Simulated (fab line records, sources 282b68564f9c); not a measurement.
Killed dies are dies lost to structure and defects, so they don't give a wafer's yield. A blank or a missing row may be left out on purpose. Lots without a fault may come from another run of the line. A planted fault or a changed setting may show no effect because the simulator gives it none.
A struck lot beside a sound one | flow rit_cmos | 17 steps out of a route of 202
Sound: wafers L316.2, L316.4, L316.5. Struck: wafers L324.2, L324.3, L324.5. The cause comes at the end.
At each step with rows: each side's tool, then ch and its chambers, then its first start. Under that, the readings that differ: sound wafers | struck wafers | difference of the means | sigmas: that difference in standard deviations of wafers without a fault.
alike: readings whose means differ by less than 2 such deviations, and words and numbers that are the same on both sides. not compared: withheld readings, readings that some wafer has no value for, bounds like >300 that may hide the same value, and numbers for which the record gives no deviation and whose values overlap.
The two part at a step that has a row with sigmas, a row that says differs or no value, or rows on one side only. Numbers that don't overlap but have no deviation are shown without sigmas and don't part them. A reading that every wafer of one side lacks parts them only if that side has two wafers or more.

RIT_NWELL_TW_MEAS_10:
  sound on film_metro-02, day 2 03:44; struck on film_metro-03, day 3 13:48
  reading  | sound          | struck         | difference | sigmas
  NWELL_TW | 2109 2113 2111 | 2167 2173 2172 | +60        | +2
then, 6 steps without rows for these wafers: RIT_PWELL_HMDS_00 (prime time 60 s); RIT_PWELL_COAT_01 (resist thk 1300 nm); RIT_PWELL_SOFTBAKE_02 (time 60 s); RIT_PWELL_EXPOSE_03 (exposes mask M3, target cd 43700 nm); RIT_PWELL_PEB_04; RIT_PWELL_DEVELOP_05 (develop time 68 s).
RIT_PWELL_OVL_MEAS_06:
  sound on overlay-01, day 2 04:47; struck on overlay-01, day 3 14:56
  alike: PWELL_OVL
then, 2 steps without rows for these wafers: RIT_PWELL_HARDBAKE_07 (time 120 s); RIT_PWELL_IMPLANT_08.
RIT_PWELL_STRIP_09: strips in O2, time 180 s.
  sound on plasma_asher-02 ch 0,1, day 2 05:13; struck on plasma_asher-02 ch 0,1, day 3 15:29
  alike: drypump_motor_current_A
  not compared: rf_hours_counter_h
RIT_PWELL_TW_MEAS_10:
  sound on film_metro-01, day 2 05:25; struck on film_metro-02, day 3 15:40
  reading  | sound       | struck      | difference | sigmas
  PWELL_TW | 958 963 957 | 933 934 935 | -25        | -2
RIT_WELLDRIVE_ANNEAL_00: time 14700 s.
  sound on furnace-04 ch 0, day 2 06:50; struck on furnace-04 ch 0, day 3 15:43
  reading          | sound             | struck            | difference | sigmas
  run_length_s (s) | 18276 18276 18276 | 12385 12385 12385 | -5891      | -99 or more
  alike: spike_tc_load_C, tube_center_temp_C
RIT_WELLDRIVE_RS_MEAS_01: measures by four-point-probe.
  sound on film_metro-01, day 2 11:56; struck on film_metro-03, day 3 20:49
  reading           | sound             | struck            | difference | sigmas
  NWELL_RS (ohm/sq) | 275.5 276.2 275.5 | 299.6 300.8 301.6 | +24.9      | +26
RIT_WELLDRIVE_RS_MEAS_02: measures by four-point-probe.
  sound on film_metro-01, day 2 12:04; struck on film_metro-03, day 3 20:56
  reading           | sound             | struck            | difference | sigmas
  PWELL_RS (ohm/sq) | 429.3 431.5 431.3 | 456.9 458.1 456.7 | +26.5      | +19
then, 1 step without rows for these wafers: RIT_NRETRO_HMDS_00 (prime time 60 s).
RIT_M1_PROBE_99:
  sound on prober-01, day 3 19:56; struck on prober-02, day 5 03:58
  reading                             | sound                | struck               | difference | sigmas
  killed_at_front_end                 | 0 4 4                | 11 12 7              | +7         | +2
  killed_dies                         | 0 4 4                | 11 12 7              | +7         | +2
  killed_short                        | 0 2 0                | 10 5 5               | +6         | +3
  model.etest.nwell_pinched.rs_ohm_sq | 341.2 339.4 340      | 383.8 385.6 377.1    | +42.0      |
  model.etest.pwell_pinched.rs_ohm_sq | 452.7 457.4 460.1    | 490.7 496.8 493.7    | +37.0      |
  model.etest.pwell.rs_ohm_sq         | 406.6 413.8 410.3    | 442.7 440.3 443.6    | +32.0      |
  model.etest.field_n.vt_v (V)        | 33.49 34.05 33.18    | 36.47 35.04 34.97    | +1.92      |
  model.etest.field_p_metal.vt_v (V)  | -30.21 -29.87 -30.5  | -25.73 -26.88 -27.26 | +3.57      |
  model.etest.field_p.vt_v (V)        | -12.89 -12.78 -12.95 | -10.91 -11.15 -11.18 | +1.79      |
  alike: killed_at_contacts, killed_open
  not compared: model.etest.pmos_narrow.drive_ua_um, model.etest.pmos_0p3.drive_ua_um

WHERE THEY PART
First at RIT_NWELL_TW_MEAS_10; last, within this record, at RIT_M1_PROBE_99.

WHY: what the simulator had put in
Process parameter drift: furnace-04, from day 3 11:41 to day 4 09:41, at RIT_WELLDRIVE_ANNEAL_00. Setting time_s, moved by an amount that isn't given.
